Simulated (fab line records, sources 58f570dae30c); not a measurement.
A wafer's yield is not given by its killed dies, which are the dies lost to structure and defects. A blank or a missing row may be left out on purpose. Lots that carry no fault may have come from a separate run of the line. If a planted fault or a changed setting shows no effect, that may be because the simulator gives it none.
A struck lot beside a sound one    flow berkeley_cmos170    15 steps out of a route of 331
Sound: these wafers, L606.1, L606.2, L606.6. Struck: wafers L604.2, L604.3, L604.6. The cause is named last.
Per side, at each step with rows, come the tool, then ch with its chambers, and then its first start. Under that, the readings that differ: sound wafers    struck wafers    difference of the means    sigmas: that difference in standard deviations of wafers without a fault.
alike: readings whose means differ by less than 2 such deviations, and words and numbers that are the same on both sides. not compared: withheld readings, readings that some wafer has no value for, bounds like >300 that may hide the same value, and numbers for which the record gives no deviation and whose values overlap.
Wherever a step has rows on one side only, a row that says differs or no value, or a row with sigmas, the two part there. Non-overlapping numbers with no deviation appear without sigmas and do not part them. A reading missing from all wafers of one side parts the sides only when that side holds two or more wafers.

UCB170_V2_CMP_02: polishes SiO2.
  sound on cmp-01 ch 1,2, day 10 00:02; struck on cmp-01 ch 0,1,3, day 9 14:21
  alike: motor_current_A
UCB170_V2_BOW_MEAS_03:
  sound: film_metro-01 at day 10 00:17; struck: film_metro-04 at day 9 14:37
  alike: V2_BOW
UCB170_V2_THK_MEAS_04:
  sound: film_metro-01 at day 10 00:25; struck: film_metro-04 at day 9 14:44
  alike: V2_POLISHED_THK
then, 7 steps without rows for these wafers: UCB170_V2_CLEAN_05 (cleans in DIW); UCB170_V2_HMDS_06 (prime time 60 s); UCB170_V2_COAT_07 (resist thk 900 nm); UCB170_V2_SOFTBAKE_08 (time 60 s); UCB170_V2_EXPOSE_09 (exposes mask VIA2, target cd 700 nm); UCB170_V2_PEB_10; UCB170_V2_DEVELOP_11 (develop time 45 s).
UCB170_V2_CD_MEAS_12: the cd target is 700 nm.
  sound: cd_sem-01 at day 10 02:04; struck: cd_sem-01 at day 9 16:35
  alike: cd_nm
UCB170_V2_OVL_MEAS_13:
  sound: overlay-01 at day 10 02:11; struck: overlay-02 at day 9 16:42
  alike: V2_OVL
UCB170_V2_ETCH_14: etches SiO2 in CHF3/CF4/Ar, stops on Al, target depth 1250 nm, time 291 s.
  sound on rie_diel-01 ch 0,1, day 10 02:13; struck on rie_diel-02 ch 0,1,2, day 9 16:44
  no value came back on the struck wafers for any of 5 readings (CHF3_flow_sccm (sccm), cf4_flow_sccm (sccm) and others); on the sound wafers CHF3_flow_sccm (sccm) reads 44.93 45.11 44.87
reading                              sound              struck           difference  sigmas
model.KrF_of_V2_COAT_07.thk_nm (nm)  619.5 611.1 618.2  888.5 886.4 887  +271.0      
  not compared: rf_hours_counter_h
UCB170_V2_STRIP_15: strips in O2.
  sound on plasma_asher-04 ch 0,1, day 10 02:23; struck on plasma_asher-02 ch 0,1, day 9 16:55
reading                       sound              struck             difference  sigmas
oes_product_au (a.u.)         0.722 0.729 0.718  0.745 0.742 0.728  +0.015      +3
strip_time_to_endpoint_s (s)  15.52 15.35 15.50  21.71 21.64 21.65  +6.21       +48
  alike: drypump_motor_current_A
  not compared: rf_hours_counter_h
UCB170_V2_CD_MEAS_90: the cd target is 700 nm.
  sound: cd_sem-02 at day 10 02:29; struck: cd_sem-01 at day 9 17:02
reading     sound              struck  difference                     sigmas
cd_nm (nm)  700.5 700.3 700.6  - - -   no value on the struck wafers  

== WHERE THEY PART ==
At UCB170_V2_ETCH_14 first; at UCB170_V2_CD_MEAS_90 last (within this record only).

WHY: what had been put in by the simulator
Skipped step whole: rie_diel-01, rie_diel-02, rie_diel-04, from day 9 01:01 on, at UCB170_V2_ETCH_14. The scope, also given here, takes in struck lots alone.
